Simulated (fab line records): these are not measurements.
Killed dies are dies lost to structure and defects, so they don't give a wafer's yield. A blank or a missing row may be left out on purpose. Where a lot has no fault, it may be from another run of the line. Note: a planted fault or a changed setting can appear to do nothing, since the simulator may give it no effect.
Struck lot and sound lot, side by side	flow berkeley cmos170	14 out of 331 route steps
Sound: these wafers, L920.1, L920.3, L920.4. Struck: wafers L938.3, L938.5, L938.6. Last of all comes the cause.
For every step that has rows: the tool of each side, followed by ch and its chambers, followed by its first start. Under that, the readings that differ: sound wafers	struck wafers	difference of the means	sigmas: that difference in standard deviations of wafers without a fault.
alike: a reading whose means differ by less than 2 such deviations, as well as words and numbers matching on both sides. not compared: withheld readings; readings where some wafer has no value; bounds like >300 that might hide an equal value; numbers whose values overlap and for which the record gives no deviation.
The two part at a step that has a row with sigmas, a row that says differs or no value, or rows on one side only. Numbers that don't overlap but have no deviation are shown without sigmas and don't part them. Lack of a reading on every wafer of one side parts them only where that side has two or more wafers.

first, 5 steps without rows for these wafers: UCB170_PFIELD_COAT_01 (resist thk 900 nm); UCB170_PFIELD_SOFTBAKE_02 (time 60 s); UCB170_PFIELD_EXPOSE_03 (exposes mask PFIELD, target cd 1500 nm); UCB170_PFIELD_PEB_04; UCB170_PFIELD_DEVELOP_05 (develop time 45 s).
UCB170_PFIELD_OVL_MEAS_06:
  sound on overlay-01, day 5 02:58; struck on overlay-01, day 8 14:20
  alike: PFIELD_OVL
following that, these wafers have no rows for 1 step: UCB170_PFIELD_IMPLANT_07.
UCB170_PFIELD_STRIP_08: strips in O2.
  sound on plasma asher-02 ch 0,1, day 5 03:09; struck on plasma asher-01 ch 0,1, day 8 14:32
reading	sound	struck	difference	sigmas
drypump motor current A (A)	6.07 6.08 5.91	5.53 5.58 5.51	-0.48	-2
strip time to endpoint s (s)	21.82 21.87 21.72	21.67 21.58 21.69	-0.16	-3
  alike: oes product au
  not compared: rf hours counter h
UCB170_PFIELD_TW_MEAS_09:
  sound on film metro-02, day 5 03:15; struck on film metro-02, day 8 14:37
reading	sound	struck	difference	sigmas
PFIELD_TW	604.8 604.8 600.8	595.4 595.8 598.6	-6.9	-3
then, 2 steps without rows for these wafers: UCB170_FIELD_CLEAN_00 (cleans in dHF, time 7.5 s); UCB170_FIELD_OXIDATION_01 (target thk 558.3 nm, ox time 7200 s).
UCB170_FIELD_THK_MEAS_02:
  sound on film metro-01, day 5 08:10; struck on film metro-04, day 8 20:52
  alike: FIELD_OXIDE_THK
UCB170_FIELD_ANNEAL_03: time 1200 s.
  sound on furnace-01 ch 0, day 5 09:06; struck on furnace-04, day 8 23:26
  no value came back on the struck wafers for spike tc centre C (C), spike tc load C (C); on the sound wafers spike tc centre C (C) reads 1002.7 1000.3 1001.5
then, 1 step without rows for these wafers: UCB170_FIELD_WET_ETCH_04 (etches SiO2 in dHF, time 60 s).

WHERE THEY PART
At UCB170_PFIELD_STRIP_08 first; at UCB170_FIELD_ANNEAL_03 last (within this record only).

WHY: what had been put in by the simulator
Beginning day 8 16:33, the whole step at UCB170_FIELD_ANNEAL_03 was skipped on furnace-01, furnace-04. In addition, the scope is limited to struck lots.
